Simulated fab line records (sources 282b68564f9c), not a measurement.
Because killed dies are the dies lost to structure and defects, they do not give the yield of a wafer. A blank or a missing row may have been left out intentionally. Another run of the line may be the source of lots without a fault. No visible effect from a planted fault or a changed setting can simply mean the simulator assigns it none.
Which tool is to blame? / flow ritCmos / 15 lots, 45 wafers sampled, at 2 steps of a route of 202

== WHAT THE GAUGES READ, wafer by wafer ==
The record lacks any reading of a measuring or inspecting step that a usual standard deviation could be used to judge.

== TOOL THAT RAN EACH LOT (tool first, then ch and the chambers of the sampled wafers, then the start) ==
lot=L113; RIT_SILICIDE_WET_ETCH_05=wetBench-01 ch 3, day 3 13:38; RIT_M1_PROBE_99=-
lot=L115; RIT_SILICIDE_WET_ETCH_05=wetBench-01 ch 2, day 3 23:01; RIT_M1_PROBE_99=-
lot=L116; RIT_SILICIDE_WET_ETCH_05=wetBench-04 ch 1, day 4 01:44; RIT_M1_PROBE_99=-
lot=L118; RIT_SILICIDE_WET_ETCH_05=wetBench-04 ch 2, day 4 19:04; RIT_M1_PROBE_99=-
lot=L119; RIT_SILICIDE_WET_ETCH_05=wetBench-01 ch 1, day 5 03:02; RIT_M1_PROBE_99=-
lot=L120; RIT_SILICIDE_WET_ETCH_05=wetBench-03 ch 2, day 5 03:17; RIT_M1_PROBE_99=-
lot=L124; RIT_SILICIDE_WET_ETCH_05=wetBench-04 ch 3, day 6 08:39; RIT_M1_PROBE_99=prober-01, day 6 15:14
lot=L125; RIT_SILICIDE_WET_ETCH_05=wetBench-04 ch 0, day 6 15:06; RIT_M1_PROBE_99=prober-02, day 6 21:38
lot=L126; RIT_SILICIDE_WET_ETCH_05=wetBench-03 ch 2, day 7 00:29; RIT_M1_PROBE_99=prober-01, day 7 07:09
lot=L128; RIT_SILICIDE_WET_ETCH_05=wetBench-04 ch 2, day 7 06:06; RIT_M1_PROBE_99=-
lot=L133; RIT_SILICIDE_WET_ETCH_05=wetBench-04 ch 0, day 8 00:11; RIT_M1_PROBE_99=-
lot=L132; RIT_SILICIDE_WET_ETCH_05=wetBench-03 ch 0, day 8 02:41; RIT_M1_PROBE_99=-
lot=L134; RIT_SILICIDE_WET_ETCH_05=wetBench-04 ch 1, day 8 03:05; RIT_M1_PROBE_99=-
lot=L135; RIT_SILICIDE_WET_ETCH_05=wetBench-01 ch 0, day 8 04:40; RIT_M1_PROBE_99=-
lot=L136; RIT_SILICIDE_WET_ETCH_05=wetBench-01 ch 2, day 8 07:25; RIT_M1_PROBE_99=-
- RIT_SILICIDE_WET_ETCH_05: etches Ti in SPM, time 120 s.
- RIT_M1_PROBE_99

== AS READ BY THE TOOLS THEMSELVES (means over the sampled wafers that have a number; for cases with no such wafer, the mark the record gives instead) ==
RIT_SILICIDE_WET_ETCH_05. Usual: bathGuardTempC 90.22 C, standard deviation 0.29; bathHeatDutyPct 13.8 %, standard deviation 1.2.
lot=L113; tool=wetBench-01; bathGuardTempC (C)=89.89; bathHeatDutyPct (%)=12.4; flag=
lot=L115; tool=wetBench-01; bathGuardTempC (C)=90.21; bathHeatDutyPct (%)=12.8; flag=
lot=L116; tool=wetBench-04; bathGuardTempC (C)=90.55; bathHeatDutyPct (%)=15.0; flag=
lot=L118; tool=wetBench-04; bathGuardTempC (C)=90.29; bathHeatDutyPct (%)=15.2; flag=
lot=L119; tool=wetBench-01; bathGuardTempC (C)=90.18; bathHeatDutyPct (%)=12.8; flag=
lot=L120; tool=wetBench-03; bathGuardTempC (C)=90.00; bathHeatDutyPct (%)=13.0; flag=
lot=L124; tool=wetBench-04; bathGuardTempC (C)=-; bathHeatDutyPct (%)=-; flag=OFF
lot=L125; tool=wetBench-04; bathGuardTempC (C)=-; bathHeatDutyPct (%)=-; flag=OFF
lot=L126; tool=wetBench-03; bathGuardTempC (C)=-; bathHeatDutyPct (%)=-; flag=OFF
lot=L128; tool=wetBench-04; bathGuardTempC (C)=90.13; bathHeatDutyPct (%)=15.5; flag=
lot=L133; tool=wetBench-04; bathGuardTempC (C)=90.29; bathHeatDutyPct (%)=13.6; flag=
lot=L132; tool=wetBench-03; bathGuardTempC (C)=90.02; bathHeatDutyPct (%)=15.5; flag=
lot=L134; tool=wetBench-04; bathGuardTempC (C)=90.59; bathHeatDutyPct (%)=13.8; flag=
lot=L135; tool=wetBench-01; bathGuardTempC (C)=90.35; bathHeatDutyPct (%)=13.7; flag=
lot=L136; tool=wetBench-01; bathGuardTempC (C)=90.33; bathHeatDutyPct (%)=12.8; flag=

RIT_M1_PROBE_99. Usual: killedAtContacts 0.1, standard deviation 0.28; killedAtFrontEnd 7.1, standard deviation 2.8; killedDies 7.1, standard deviation 2.9; killedOnRim 1.9, standard deviation 1.5; killedOpen 3.4, standard deviation 2; killedShort 3.6, standard deviation 2.1.
lot=L124 tool=prober-01 killedAtContacts=0.0 killedAtFrontEnd=264.0 killedDies=264.0 killedOnRim=70.0 killedOpen=4.0 killedShort=3.7 flag=OFF
lot=L125 tool=prober-02 killedAtContacts=0.0 killedAtFrontEnd=264.0 killedDies=264.0 killedOnRim=70.0 killedOpen=4.0 killedShort=5.0 flag=OFF
lot=L126 tool=prober-01 killedAtContacts=0.0 killedAtFrontEnd=264.0 killedDies=264.0 killedOnRim=70.0 killedOpen=4.7 killedShort=2.3 flag=OFF

== THE ANSWER, worked out from the rows above alone ==
Rule: lot off if the mean of its wafers having a number is beyond 3 standard deviations from the usual mean. A lot without any number at a reading at which 4 lots or more have one is off too. The other lots that the step has rows for count as sound. After the gauges, taken in route order, come the tools' own readings; for these a lot's mean is taken, as printed above. At the first step where some lot is off, the reading lying furthest off is the one used; lots without a number count as furthest.
Off: L124, L125, L126 (RIT_SILICIDE_WET_ETCH_05, bathGuardTempC). Without a number there: L124, L125, L126.
A tool fits if, at that step or a process step before it, it ran every lot that is off, and no sound lot after the first of them. Of those tried, none fits.

== WHAT THE SIMULATOR HAD PUT IN ==
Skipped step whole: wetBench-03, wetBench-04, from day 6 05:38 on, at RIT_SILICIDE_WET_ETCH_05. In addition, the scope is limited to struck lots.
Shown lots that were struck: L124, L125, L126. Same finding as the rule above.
